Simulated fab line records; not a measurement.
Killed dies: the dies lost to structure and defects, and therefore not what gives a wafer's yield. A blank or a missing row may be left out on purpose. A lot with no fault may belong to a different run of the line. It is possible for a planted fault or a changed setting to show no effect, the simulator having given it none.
The tool behind it: which one?    flow rit-cmos    at 1 step of a route of 202, 14 lots with 42 wafers sampled

## WHAT THE GAUGES READ, wafer by wafer
Not one reading of a measure or inspect step in the record can be checked against a usual standard deviation.

## TOOL THAT RAN EACH LOT (tool first, then ch and the chambers of the sampled wafers, then the start)
lot   RIT_ACTIVE_OXIDATION_01
L824  furnace-01 ch 0, day 1 10:07
L826  furnace-03 ch 0, day 1 21:41
L827  furnace-03 ch 0, day 2 01:07
L828  furnace-01 ch 0, day 2 07:05
L829  furnace-03 ch 0, day 2 12:10
L830  furnace-03 ch 0, day 2 16:14
L831  furnace-04 ch 0, day 2 21:38
L832  furnace-03 ch 0, day 3 02:10
L834  furnace-03 ch 0, day 3 12:09
L835  furnace-03 ch 0, day 3 17:43
L836  furnace-03 ch 0, day 3 22:07
L837  furnace-03 ch 0, day 4 05:09
L844  furnace-03, day 5 14:52
L845  furnace-03, day 5 19:11
- RIT_ACTIVE_OXIDATION_01: target thk 46.8 nm, ox time 3360 s.

## WHAT THE TOOLS THEMSELVES READ (means of the sampled wafers that have a number; where no wafer has one, the mark that the record gives instead)
RIT_ACTIVE_OXIDATION_01. Usual: ox-temp-c 1000.1 C, standard deviation 0.39; ox-temp-c-max 1004.3, standard deviation 1; tube-center-temp-C 999.99 C, standard deviation 0.086; zone-power-load-pct 36.1 %, standard deviation 0.91.
lot   tool        ox-temp-c (C)  ox-temp-c-max  tube-center-temp-C (C)  zone-power-load-pct (%)  flag
L824  furnace-01  999.8          1003.8         999.99                  35.4                     
L826  furnace-03  1000.7         1004.7         999.99                  36.2                     
L827  furnace-03  999.9          1004.3         1000.03                 36.0                     
L828  furnace-01  1000.6         1004.4         1000.02                 35.0                     
L829  furnace-03  1000.1         1004.5         999.95                  35.6                     
L830  furnace-03  999.8          1004.2         1000.01                 36.0                     
L831  furnace-04  999.9          1003.3         999.95                  37.3                     
L832  furnace-03  1000.3         1005.5         999.97                  36.0                     
L834  furnace-03  1000.5         1005.1         1000.10                 36.1                     
L835  furnace-03  999.9          1004.4         1000.07                 35.7                     
L836  furnace-03  1000.3         1005.5         999.98                  35.9                     
L837  furnace-03  1000.4         1005.1         999.95                  35.6                     
L844  furnace-03  -              -              -                       -                        OFF
L845  furnace-03  -              -              -                       -                        OFF

## THE ANSWER, worked out from the rows above alone
Rule: lot off if the mean of its wafers having a number is beyond 3 standard deviations from the usual mean. A lot without any number at a reading at which 4 lots or more have one is off too. Where the step has rows for the other lots, those lots are counted as sound. After the gauges, taken in route order, come the tools' own readings; for these a lot's mean is taken, as printed above. The first step at which some lot is off is used, and at that step the reading that is off furthest; a lot without a number counts as furthest.
Off: L844, L845, at RIT_ACTIVE_OXIDATION_01 (ox-temp-c). Without a number there: L844, L845.
A tool fits if, at that step or a process step before it, it ran every lot that is off, and no sound lot after the first of them. One fits: RIT_ACTIVE_OXIDATION_01 on furnace-03. A fault onset in the window from L837 (day 4 05:09, its last sound lot) to L844 (day 5 14:52, its first lot off) fits.
Blank at RIT_ACTIVE_OXIDATION_01 on the lots that are off, where sound lots have numbers: ox-temp-c, ox-temp-c-max, tube-center-temp-C, zone-power-load-pct.

## WHAT THE SIMULATOR HAD INSERTED
Beginning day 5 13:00, the whole step at RIT_ACTIVE_OXIDATION_01 was skipped on furnace-03. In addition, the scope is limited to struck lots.
Struck lots among those shown: L844, L845. Same finding as the rule above.
